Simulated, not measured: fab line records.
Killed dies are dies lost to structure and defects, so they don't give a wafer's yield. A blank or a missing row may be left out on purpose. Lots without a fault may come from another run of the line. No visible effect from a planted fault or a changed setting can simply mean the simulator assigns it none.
fab line records ; flow berkeleyCmos170
record: lots: 13; wafers: 39; lastDay: 12
route steps=331 shown START@4 ACTIVE@75 NLDD@161
lots untouched by any fault: they come from a run of this same line in which no faults occurred
startH: hours from the record's opening day to when the first of the lot's shown wafers began ; waitH: hours since the lot's step before ; " as in the row above ; L1.1+2: several wafers, shown together as one row ; - no value present, or no start provided ; * or withheld: withheld ; < > ~ a bound
route shown NAME@n: NAME is a module with steps in the file, n the number in the route of the first one ; usual: mean/standard deviation taken from wafers without a fault ; same: alike in all rows ; chamber/n: place in a boat ; sites: readings site by site ; _std_site: the standard deviation of these ; _edge_site: inner sites' mean taken away from outer sites' mean ; radiusMm: for every site, how far away it sits from the centre of the wafer ; mask NAME#n: copy n ; behind: the tool/chamber that last shaped the wafer ; hold: reason for holding the lot/hours on hold/outcome of the hold ; device: which transistor (n, p or np) failed to switch ; end of line: tests of these same wafers at the route's end ; a step given without rows: its recipe and nothing more ; killed: the dies lost at the first sort to structure and to defects; this is not the yield of the wafer ; map: a wafer's dies, marking killed ones x, the rest . and places with no die _
set.NAME: the setting the step ran with; set.NAME@STEP: the setting that earlier step ran with ; model.NAME: the simulator's own value behind a step, which no gauge read
steps of the route over a sample of lots; a table a step, a row a wafer
services: from which hour (startH, from the record's first day; less than 0 if before it) a tool's chamber was out of use, for how many hours, and why
== steps ==
step: UCB170_START_THK_MEAS_03
recipe: reads: SiO2_of_START_OXIDATION_02
usual: START_OXIDE_THK: 20.1/0.4
lot.wafer;tool;chamber;startH;waitH;START_OXIDE_THK[nm]
L893.1;filmMetro-03;-;25.93;0.0;20.3
L893.3;filmMetro-03;-;25.93;0.0;19.7
L893.5;filmMetro-03;-;25.93;0.0;20.3
L894.1;filmMetro-04;-;28.78;0.0;19.9
L894.5;filmMetro-04;-;28.78;0.0;20.2
L894.6;filmMetro-04;-;28.78;0.0;20.3
L896.1;filmMetro-04;-;40.50;0.0;20.1
L896.3;filmMetro-04;-;40.50;0.0;20.1
L896.5;filmMetro-04;-;40.50;0.0;20.3
L897.2;filmMetro-04;-;44.42;0.0;20.0
L897.3;filmMetro-04;-;44.42;0.0;20.1
L897.5;filmMetro-04;-;44.42;0.0;20.1
L898.2;filmMetro-03;-;50.56;0.0;20.6
L898.5;filmMetro-03;-;50.56;0.0;20.6
L898.6;filmMetro-03;-;50.56;0.0;20.3
L900.4;filmMetro-04;-;60.15;0.0;19.7
L900.5;filmMetro-04;-;60.15;0.0;19.9
L900.6;filmMetro-04;-;60.15;0.0;19.6
L902.1;filmMetro-02;-;69.37;0.0;20.5
L902.2;filmMetro-02;-;69.37;0.0;20.3
L902.4;filmMetro-02;-;69.37;0.0;20.8
L904.1;filmMetro-02;-;79.24;0.0;20.3
L904.5;filmMetro-02;-;79.24;0.0;20.6
L904.6;filmMetro-02;-;79.24;0.0;20.6
L907.3;filmMetro-04;-;95.59;0.0;20.0
L907.4;filmMetro-04;-;95.59;0.0;20.2
L907.5;filmMetro-04;-;95.59;0.0;20.4
L911.1;filmMetro-04;-;115.71;0.0;19.6
L911.3;filmMetro-04;-;115.71;0.0;19.5
L911.6;filmMetro-04;-;115.71;0.0;19.9
L912.1;filmMetro-03;-;121.65;0.0;19.7
L912.3;filmMetro-03;-;121.65;0.0;19.6
L912.4;filmMetro-03;-;121.65;0.0;19.5
L913.3;filmMetro-04;-;121.67;0.0;20.2
L913.4;filmMetro-04;-;121.67;0.0;20.2
L913.6;filmMetro-04;-;121.67;0.0;20.1
L914.1;filmMetro-02;-;129.82;0.0;20.0
L914.4;filmMetro-02;-;129.82;0.0;20.0
L914.5;filmMetro-02;-;129.82;0.0;20.4
step: UCB170_ACTIVE_ETCH_15
recipe: chemistry: CH3F/Ar/O2; target: Si3N4; stopOn: SiO2; CH3F_flow_sccm: 20; Ar_flow_sccm: 50; O2_flow_sccm: 7; pressureMtorr: 50; rfW: 450; targetDepthA: 2420; overEtchFrac: 0.1; timeS: 151
usual: drypumpMotorCurrentA: 6.0/0.49; oesProductAu: 0.948/0.013; throttleValvePct: 8.09/0.087
lot.wafer;tool;chamber;startH;waitH;drypumpMotorCurrentA;oesProductAu;rfHoursCounterH;throttleValvePct
L893.1;rieDiel-03;3;95.93;0.0;6.2;0.964;27;8.07
L893.3;rieDiel-03;1;95.93;0.0;5.9;0.942;7;8.10
L893.5;rieDiel-03;2;95.93;0.0;6.6;0.944;-;8.06
L894.1;rieDiel-01;2;96.10;0.0;6.8;0.954;15;8.18
L894.5;rieDiel-01;3;96.10;0.0;5.7;0.960;-;8.11
L894.6;rieDiel-01;2;96.10;0.0;6.8;0.946;-;8.18
L897.2;rieDiel-04;3;112.25;0.0;6.0;0.929;84;7.99
L897.3;rieDiel-04;1;112.25;0.0;5.0;0.934;161;7.94
L897.5;rieDiel-04;1;112.25;0.0;5.0;0.949;-;7.94
L896.1;rieDiel-01;0;112.49;0.0;6.0;0.927;0;8.11
L896.3;rieDiel-01;2;112.49;0.0;6.8;0.951;15;8.18
L896.5;rieDiel-01;0;112.49;0.0;6.0;0.927;-;8.09
L898.2;rieDiel-04;0;119.78;0.0;5.7;0.959;13;8.13
L898.5;rieDiel-04;1;119.78;0.0;5.0;0.932;-;7.95
L898.6;rieDiel-04;2;119.78;0.0;5.4;0.961;-;7.88
L900.4;rieDiel-03;2;125.88;0.0;6.6;0.951;57;8.08
L900.5;rieDiel-03;0;125.88;0.0;6.4;0.945;-;8.07
L900.6;rieDiel-03;3;125.88;0.0;6.1;0.972;-;8.08
L902.1;rieDiel-03;1;139.83;0.0;5.9;0.946;8;8.11
L902.2;rieDiel-03;3;139.83;0.0;6.1;0.957;29;8.06
L902.4;rieDiel-03;0;139.83;0.0;6.4;0.944;121;8.07
L904.1;rieDiel-01;2;143.79;0.0;6.7;0.949;17;8.18
L904.5;rieDiel-01;1;143.79;0.0;5.6;0.960;-;8.22
L904.6;rieDiel-01;2;143.79;0.0;6.7;0.951;-;8.16
L907.3;rieDiel-01;2;166.02;0.0;6.8;0.942;17;8.17
L907.4;rieDiel-01;1;166.02;0.0;5.6;0.949;91;8.21
L907.5;rieDiel-01;0;166.02;0.0;6.0;0.930;-;8.09
L912.1;rieDiel-03;0;187.65;0.0;6.4;0.935;122;8.06
L912.3;rieDiel-03;3;187.65;0.0;6.1;0.966;30;8.07
L912.4;rieDiel-03;1;187.65;0.0;5.9;0.942;10;8.11
L911.1;rieDiel-04;3;187.77;0.0;6.0;0.926;87;7.99
L911.3;rieDiel-04;1;187.77;0.0;4.9;0.942;2;7.92
L911.6;rieDiel-04;1;187.77;0.0;4.9;0.943;-;7.91
L913.3;rieDiel-01;1;188.04;0.0;5.6;0.944;92;8.20
L913.4;rieDiel-01;0;188.04;0.0;6.0;0.927;4;8.10
L913.6;rieDiel-01;3;188.04;0.0;5.7;0.964;-;8.09
L914.1;rieDiel-01;1;200.95;0.0;5.6;0.950;92;8.23
L914.4;rieDiel-01;3;200.95;0.0;5.7;0.969;34;8.11
L914.5;rieDiel-01;1;200.95;0.0;5.6;0.939;-;8.21
step: UCB170_ACTIVE_STRIP_16
recipe: chemistry: O2; powerW: 400; pressureMtorr: 3500; platenTempC: withheld; o2FlowSccm: 400; overashFraction: 0.5
usual: drypumpMotorCurrentA: 5.5/0.43; oesProductAu: 0.721/0.0046; stripTimeToEndpointS: 18.06/0.12
lot.wafer;tool;chamber;startH;waitH;drypumpMotorCurrentA;oesProductAu;rfHoursCounterH;stripTimeToEndpointS
L893.1;plasmaAsher-03;1;96.03;0.1;5.5;0.730;30;17.84
L893.3;plasmaAsher-03;1;96.03;0.1;5.5;0.714;-;17.95
L893.5;plasmaAsher-03;1;96.03;0.1;5.5;0.718;-;17.97
L894.1;plasmaAsher-02;1;96.20;0.1;5.1;0.722;35;17.95
L894.5;plasmaAsher-02;0;96.20;0.1;4.9;0.717;-;18.05
L894.6;plasmaAsher-02;1;96.20;0.1;5.1;0.718;-;17.89
L897.2;plasmaAsher-02;0;112.35;0.1;4.9;0.722;37;18.27
L897.3;plasmaAsher-02;0;112.35;0.1;4.9;0.730;-;18.09
L897.5;plasmaAsher-02;1;112.35;0.1;5.1;0.720;-;18.17
L896.1;plasmaAsher-01;0;112.59;0.1;5.4;0.715;40;18.43
L896.3;plasmaAsher-01;0;112.59;0.1;5.4;0.725;-;18.18
L896.5;plasmaAsher-01;0;112.59;0.1;5.4;0.725;-;18.36
L898.2;plasmaAsher-01;1;119.88;0.1;5.8;0.718;41;18.07
L898.5;plasmaAsher-01;0;119.88;0.1;5.3;0.719;-;18.09
L898.6;plasmaAsher-01;1;119.88;0.1;5.8;0.717;-;18.07
L900.4;plasmaAsher-01;1;126.01;0.1;5.8;0.725;-;17.94
L900.5;plasmaAsher-01;0;126.01;0.1;5.3;0.716;-;18.15
L900.6;plasmaAsher-01;1;126.01;0.1;5.8;0.726;-;17.95
L902.1;plasmaAsher-03;0;139.93;0.1;6.2;0.723;35;18.00
L902.2;plasmaAsher-03;1;139.93;0.1;5.5;0.724;35;17.91
L902.4;plasmaAsher-03;1;139.93;0.1;5.5;0.724;-;18.25
L904.1;plasmaAsher-01;0;143.89;0.1;5.3;0.720;44;17.98
L904.5;plasmaAsher-01;1;143.89;0.1;5.8;0.723;-;17.97
L904.6;plasmaAsher-01;0;143.89;0.1;5.3;0.728;-;17.99
L907.3;plasmaAsher-03;1;166.16;0.1;5.4;0.720;-;17.93
L907.4;plasmaAsher-03;0;166.16;0.1;6.2;0.718;-;18.00
L907.5;plasmaAsher-03;0;166.16;0.1;6.2;0.723;-;18.20
L912.1;plasmaAsher-03;0;187.75;0.1;6.2;0.723;38;18.19
L912.3;plasmaAsher-03;0;187.75;0.1;6.2;0.720;-;17.94
L912.4;plasmaAsher-03;1;187.75;0.1;5.5;0.718;-;17.94
L911.1;plasmaAsher-02;1;187.87;0.1;5.2;0.711;45;18.09
L911.3;plasmaAsher-02;0;187.87;0.1;4.8;0.728;-;17.98
L911.6;plasmaAsher-02;0;187.87;0.1;4.9;0.721;-;18.00
L913.3;plasmaAsher-02;1;188.18;0.1;5.1;0.709;-;17.97
L913.4;plasmaAsher-02;0;188.18;0.1;4.9;0.722;-;18.16
L913.6;plasmaAsher-02;1;188.18;0.1;5.1;0.726;-;18.04
L914.1;plasmaAsher-01;0;201.05;0.1;5.3;0.724;47;17.91
L914.4;plasmaAsher-01;0;201.05;0.1;5.3;0.718;-;18.13
L914.5;plasmaAsher-01;0;201.05;0.1;5.4;0.710;-;18.03
step: UCB170_NLDD_EXPOSE_03
recipe: maskId: NSELECT; na: 0.5; sigmaOuter: 0.6; sourceShape: conventional; targetCdNm: 1200; doseMj: 30
lot.wafer;tool;chamber;startH;waitH;mask
L893.1+3+5;krfScanner-01;0;149.52;0.2;NSELECT#0
L894.1+5+6;krfScanner-02;0;150.42;0.2;NSELECT#0
L897.2+3+5;krfScanner-01;0;172.04;0.2;NSELECT#0
L896.1+3+5;krfScanner-01;0;172.62;0.4;NSELECT#0
L898.2+5+6;krfScanner-01;0;177.63;0.1;NSELECT#0
L900.4+5+6;krfScanner-01;0;178.15;0.1;NSELECT#0
L904.1+5+6;krfScanner-02;0;193.99;0.1;PSELECT#0
L902.1+2+4;krfScanner-02;0;194.80;0.5;NSELECT#0
L907.3+4+5;krfScanner-01;0;221.47;0.2;NSELECT#0
L913.3+4+6;krfScanner-02;0;235.24;0.5;NSELECT#0
L911.1+3+6;krfScanner-02;0;235.32;0.4;NSELECT#0
L912.1+3+4;krfScanner-02;0;235.43;0.2;NSELECT#0
L914.1+4+5;krfScanner-01;0;244.27;0.1;NSELECT#0
step: UCB170_NLDD_CD_MEAS_06
recipe: targetCdNm: 1200
usual: cdNm: 1199.6/1.4
lot.wafer;tool;chamber;startH;waitH;cdNm
L893.1;cdSem-02;-;150.16;-;1200.7
L893.3;cdSem-02;-;150.16;-;1201.5
L893.5;cdSem-02;-;150.16;-;1201.0
L894.1;cdSem-02;-;150.94;-;1199.6
L894.5;cdSem-02;-;150.94;-;1197.1
L894.6;cdSem-02;-;150.94;-;1198.6
L897.2;cdSem-01;-;172.44;-;1200.0
L897.3;cdSem-01;-;172.44;-;1199.7
L897.5;cdSem-01;-;172.44;-;1199.2
L896.1;cdSem-02;-;173.13;-;1200.4
L896.3;cdSem-02;-;173.13;-;1200.9
L896.5;cdSem-02;-;173.13;-;1200.9
L898.2;cdSem-02;-;178.35;-;1200.3
L898.5;cdSem-02;-;178.35;-;1200.0
L898.6;cdSem-02;-;178.35;-;1198.2
L900.4;cdSem-01;-;178.66;-;1196.9
L900.5;cdSem-01;-;178.66;-;1197.9
L900.6;cdSem-01;-;178.66;-;1197.1
L904.1;cdSem-01;-;194.54;-;-
L904.5;cdSem-01;-;194.54;-;-
L904.6;cdSem-01;-;194.54;-;-
L902.1;cdSem-02;-;195.20;-;1200.0
L902.2;cdSem-02;-;195.20;-;1197.9
L902.4;cdSem-02;-;195.20;-;1199.7
L907.3;cdSem-02;-;221.86;-;1200.1
L907.4;cdSem-02;-;221.86;-;1201.1
L907.5;cdSem-02;-;221.86;-;1200.3
L913.3;cdSem-01;-;235.85;-;1199.6
L913.4;cdSem-01;-;235.85;-;1199.9
L913.6;cdSem-01;-;235.85;-;1198.8
L911.1;cdSem-02;-;235.96;-;1197.2
L911.3;cdSem-02;-;235.96;-;1197.1
L911.6;cdSem-02;-;235.96;-;1198.7
L912.1;cdSem-01;-;236.08;-;1198.9
L912.3;cdSem-01;-;236.08;-;1200.5
L912.4;cdSem-01;-;236.08;-;1199.8
L914.1;cdSem-02;-;244.88;-;1199.9
L914.4;cdSem-02;-;244.88;-;1199.9
L914.5;cdSem-02;-;244.88;-;1201.1
step: UCB170_NLDD_TW_MEAS_11
usual: NLDD_TW: 2203/19
lot.wafer;tool;chamber;startH;waitH;NLDD_TW
L893.1;filmMetro-02;-;150.71;0.1;2233
L893.3;filmMetro-02;-;150.71;0.1;2228
L893.5;filmMetro-02;-;150.71;0.1;2233
L894.1;filmMetro-02;-;151.49;0.1;2233
L894.5;filmMetro-02;-;151.49;0.1;2241
L894.6;filmMetro-02;-;151.49;0.1;2231
L897.2;filmMetro-04;-;172.98;0.1;2182
L897.3;filmMetro-04;-;172.98;0.1;2185
L897.5;filmMetro-04;-;172.98;0.1;2175
L896.1;filmMetro-04;-;173.69;0.1;2173
L896.3;filmMetro-04;-;173.69;0.1;2190
L896.5;filmMetro-04;-;173.69;0.1;2180
L898.2;filmMetro-04;-;178.90;0.1;2184
L898.5;filmMetro-04;-;178.90;0.1;2187
L898.6;filmMetro-04;-;178.90;0.1;2189
L900.4;filmMetro-04;-;179.19;0.1;2192
L900.5;filmMetro-04;-;179.19;0.1;2181
L900.6;filmMetro-04;-;179.19;0.1;2185
L904.1;filmMetro-04;-;195.10;0.1;30
L904.5;filmMetro-04;-;195.10;0.1;30
L904.6;filmMetro-04;-;195.10;0.1;30
L902.1;filmMetro-04;-;195.75;0.1;2178
L902.2;filmMetro-04;-;195.75;0.1;2173
L902.4;filmMetro-04;-;195.75;0.1;2192
L907.3;filmMetro-02;-;222.40;0.1;2205
L907.4;filmMetro-02;-;222.40;0.1;2200
L907.5;filmMetro-02;-;222.40;0.1;2206
L913.3;filmMetro-04;-;236.38;0.1;2186
L913.4;filmMetro-04;-;236.38;0.1;2203
L913.6;filmMetro-04;-;236.38;0.1;2206
L911.1;filmMetro-03;-;236.52;0.1;2180
L911.3;filmMetro-03;-;236.52;0.1;2204
L911.6;filmMetro-03;-;236.52;0.1;2187
L912.1;filmMetro-02;-;236.64;0.1;2211
L912.3;filmMetro-02;-;236.64;0.1;2194
L912.4;filmMetro-02;-;236.64;0.1;2203
L914.1;filmMetro-04;-;245.43;0.1;2195
L914.4;filmMetro-04;-;245.43;0.1;2200
L914.5;filmMetro-04;-;245.43;0.1;2189
== services ==
tool;chamber;startH;hours;kind
krfScanner-02;-;75.30;0.8;pm
plasmaAsher-03;-;76.41;7.7;pm
krfScanner-01;-;80.01;4.9;repair
rieDiel-03;2;84.03;2.3;repair
krfScanner-01;-;84.90;1.0;pm
rieDiel-01;0;100.37;7.4;repair
krfScanner-01;-;103.16;3.6;pm
krfScanner-02;-;118.02;0.2;repair
krfScanner-02;-;120.41;0.9;repair
rieDiel-01;-;123.72;0.3;repair
plasmaAsher-03;-;125.59;0.5;repair
krfScanner-01;-;126.04;1.3;pm
krfScanner-02;-;142.09;1.0;pm
plasmaAsher-02;-;143.36;2.8;pm
krfScanner-02;-;170.31;4.0;pm
rieDiel-01;-;198.21;0.3;repair
krfScanner-02;-;204.08;1.3;pm
rieDiel-01;2;209.91;3.7;repair
krfScanner-01;-;216.05;0.8;pm
rieDiel-01;-;227.85;0.4;repair
krfScanner-01;-;234.18;4.3;repair
plasmaAsher-01;-;240.03;2.6;repair
krfScanner-01;-;242.73;0.6;repair
krfScanner-02;-;244.21;0.8;pm
== key ==
firstSign: step: UCB170_NLDD_EXPOSE_03; reading: mask; direction: changed
effect: step: UCB170_NLDD_CD_MEAS_06; reading: cdNm; direction: missing
effect: step: UCB170_NLDD_TW_MEAS_11; reading: NLDD_TW; direction: down; sigmas: 99+; usual: 2203; struck: 30
metAt UCB170_NLDD_EXPOSE_03
struckLots L904
sortLeftOut L904.1,L904.5,L904.6
testerLeftOut L904
notActingAt UCB170_START_THK_MEAS_03,UCB170_ACTIVE_ETCH_15,UCB170_ACTIVE_STRIP_16
onsetBetween 150.42 193.99
fault: kind: wrongMask; tool: any; chamber: -; onsetH: 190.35; steps: UCB170_NLDD_EXPOSE_03; auxCopy: PSELECT#0; scope: struckLotsOnly
testerLeftOut: of these lots the tester's yield and bins aren't shown, on N5 and GAA mostly nor the transistor test; their killed dies are dies lost to structure and defects alone, not to doping, threshold or leakage, so they don't give the yield
sortLeftOut: the simulated sort isn't trusted on such a fault, so these wafers' sort isn't shown, and their yield isn't known
